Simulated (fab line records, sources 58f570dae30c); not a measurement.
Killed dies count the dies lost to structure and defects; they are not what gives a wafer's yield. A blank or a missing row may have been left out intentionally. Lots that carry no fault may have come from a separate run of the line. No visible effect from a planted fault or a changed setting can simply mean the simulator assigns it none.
Comparing a struck lot with a sound one || flow berkeley cmos170 || 43 out of 331 route steps
Sound: these wafers, L318.1, L318.4, L318.6. Wafers L324.2, L324.3, L324.4 were the ones struck. The cause is named last.
Per side, at each step with rows, come the tool, then ch with its chambers, and then its first start. Under that, the readings that differ: sound wafers || struck wafers || difference of the means || sigmas: that difference in standard deviations of wafers without a fault.
alike: readings whose means differ by less than 2 such deviations, and words and numbers that are the same on both sides. not compared: withheld readings, readings that some wafer has no value for, bounds like >300 that may hide the same value, and numbers for which the record gives no deviation and whose values overlap.
Wherever a step has rows on one side only, a row that says differs or no value, or a row with sigmas, the two part there. Non-overlapping numbers with no deviation appear without sigmas and do not part them. Lack of a reading on every wafer of one side parts them only where that side has two or more wafers.

first, 1 step without rows for these wafers: UCB170_PLDD_STRIP_10 (strips in O2).
UCB170_PLDD_TW_MEAS_11:
  sound on film metro-02, day 8 22:42; struck on film metro-03, day 9 03:52
  alike: PLDD_TW
then, 7 steps without rows for these wafers: UCB170_PLDD_CLEAN_12 (cleans in SPM, time 600 s); UCB170_NLDD_HMDS_00 (prime time 60 s); UCB170_NLDD_COAT_01 (resist thk 900 nm); UCB170_NLDD_SOFTBAKE_02 (time 60 s); UCB170_NLDD_EXPOSE_03 (exposes mask NSELECT, target cd 1200 nm); UCB170_NLDD_PEB_04; UCB170_NLDD_DEVELOP_05 (develop time 42.84 s).
UCB170_NLDD_CD_MEAS_06: the cd target is 1200 nm.
  sound on cd sem-01, day 9 00:32; struck on cd sem-02, day 9 04:56
  alike: cd nm
UCB170_NLDD_OVL_MEAS_07:
  sound on overlay-02, day 9 00:39; struck on overlay-02, day 9 05:03
  alike: NLDD_OVL
then, 1 step without rows for these wafers: UCB170_NLDD_IMPLANT_08.
UCB170_NLDD_IMPLANT_09:
  sound on implanter-01 ch 0, day 9 00:50; struck on implanter-01 ch 0, day 9 05:16
  alike: rotation deg
UCB170_NLDD_STRIP_10: strips in O2.
  sound on plasma asher-01 ch 0, day 9 00:59; struck on plasma asher-01 ch 0,1, day 9 05:23
  alike: drypump motor current A, oes product au, strip time to endpoint s
  not compared: rf hours counter h
UCB170_NLDD_TW_MEAS_11:
  sound on film metro-01, day 9 01:05; struck on film metro-03, day 9 05:43
{"reading": "NLDD_TW", "sound": "2224 2234 2226", "struck": "2094 2112 2098", "difference": -127, "sigmas": -7}
  not compared: hold
UCB170_SPACER_CVD_00: deposits SiO2 from TEOS/O2, target thk 376 nm, time 47 s.
  sound on pecvd-03 ch 0,1, day 9 01:19; struck on pecvd-01 ch 0,1, day 9 10:15
  alike: heater power w
  not compared: since wet clean h
UCB170_SPACER_THK_MEAS_01:
  sound on film metro-04, day 9 01:22; struck on film metro-01, day 9 10:18
  alike: SPACER_TEOS_THK
then, 1 step without rows for these wafers: UCB170_SPACER_ANNEAL_02 (time 1800 s).
UCB170_SPACER_ETCHBACK_03: etches SiO2 in CHF3/CF4/Ar, stops on Si, target depth 376 nm, time 100 s.
  sound on rie diel-01 ch 0,2,3, day 9 06:37; struck on rie diel-02 ch 0,3, day 9 11:56
  alike: drypump motor current A, mfc ar sccm, oes product au, throttle valve pct
  not compared: rf hours counter h
then, 6 steps without rows for these wafers: UCB170_PSD_HMDS_00 (prime time 60 s); UCB170_PSD_COAT_01 (resist thk 900 nm); UCB170_PSD_SOFTBAKE_02 (time 60 s); UCB170_PSD_EXPOSE_03 (exposes mask PSELECT MOD, target cd 1200 nm); UCB170_PSD_PEB_04; UCB170_PSD_DEVELOP_05 (develop time 45 s).
UCB170_PSD_CD_MEAS_06: the cd target is 1200 nm.
  sound on cd sem-01, day 9 08:36; struck on cd sem-01, day 9 13:56
{"reading": "cd nm (nm)", "sound": "1200.6 1200.3 1201.6", "struck": "1197.6 1199.7 1196.9", "difference": -2.8, "sigmas": -2}
UCB170_PSD_OVL_MEAS_07:
  sound on overlay-02, day 9 08:43; struck on overlay-01, day 9 14:03
  alike: PSD_OVL
then, 1 step without rows for these wafers: UCB170_PSD_IMPLANT_08.
UCB170_PSD_STRIP_09: strips in O2.
  sound on plasma asher-03 ch 0,1, day 9 08:55; struck on plasma asher-04 ch 0,1, day 9 14:14
  alike: drypump motor current A, oes product au, strip time to endpoint s
  not compared: rf hours counter h
UCB170_PSD_TW_MEAS_10:
  sound on film metro-02, day 9 09:01; struck on film metro-02, day 9 14:20
  alike: PSD_TW
then, 7 steps without rows for these wafers: UCB170_PSD_CLEAN_11 (cleans in SPM, time 600 s); UCB170_NSD_HMDS_00 (prime time 60 s); UCB170_NSD_COAT_01 (resist thk 900 nm); UCB170_NSD_SOFTBAKE_02 (time 60 s); UCB170_NSD_EXPOSE_03 (exposes mask NSELECT MOD, target cd 1200 nm); UCB170_NSD_PEB_04; UCB170_NSD_DEVELOP_05 (develop time 45 s).
UCB170_NSD_CD_MEAS_06: the cd target is 1200 nm.
  sound on cd sem-02, day 9 11:13; struck on cd sem-02, day 9 18:08
  alike: cd nm
UCB170_NSD_OVL_MEAS_07:
  sound on overlay-01, day 9 11:20; struck on overlay-01, day 9 18:14
  alike: NSD_OVL
then, 1 step without rows for these wafers: UCB170_NSD_IMPLANT_08.
UCB170_NSD_STRIP_09: strips in O2.
  sound on plasma asher-02 ch 0,1, day 9 11:31; struck on plasma asher-03 ch 0,1, day 9 18:25
  alike: drypump motor current A, oes product au, strip time to endpoint s
  not compared: rf hours counter h
UCB170_SDANNEAL_RS_MEAS_05: uses a four-point probe to measure.
  sound on film metro-03, day 9 13:20; struck on film metro-02, day 9 21:06
{"reading": "NLDD_RS (ohm/sq)", "sound": "616.9 616.0 617.3", "struck": "697.8 698.9 698.9", "difference": "+81.8", "sigmas": "+58"}
  not compared: hold
UCB170_M3_PROBE_99:
  the record holds rows for the sound wafers here (prober-02, day 10 13:36) but none for the struck ones

## WHERE THEY PART
At UCB170_NLDD_TW_MEAS_11 first; at UCB170_M3_PROBE_99 last (within this record only).

WHY: what the simulator had put in
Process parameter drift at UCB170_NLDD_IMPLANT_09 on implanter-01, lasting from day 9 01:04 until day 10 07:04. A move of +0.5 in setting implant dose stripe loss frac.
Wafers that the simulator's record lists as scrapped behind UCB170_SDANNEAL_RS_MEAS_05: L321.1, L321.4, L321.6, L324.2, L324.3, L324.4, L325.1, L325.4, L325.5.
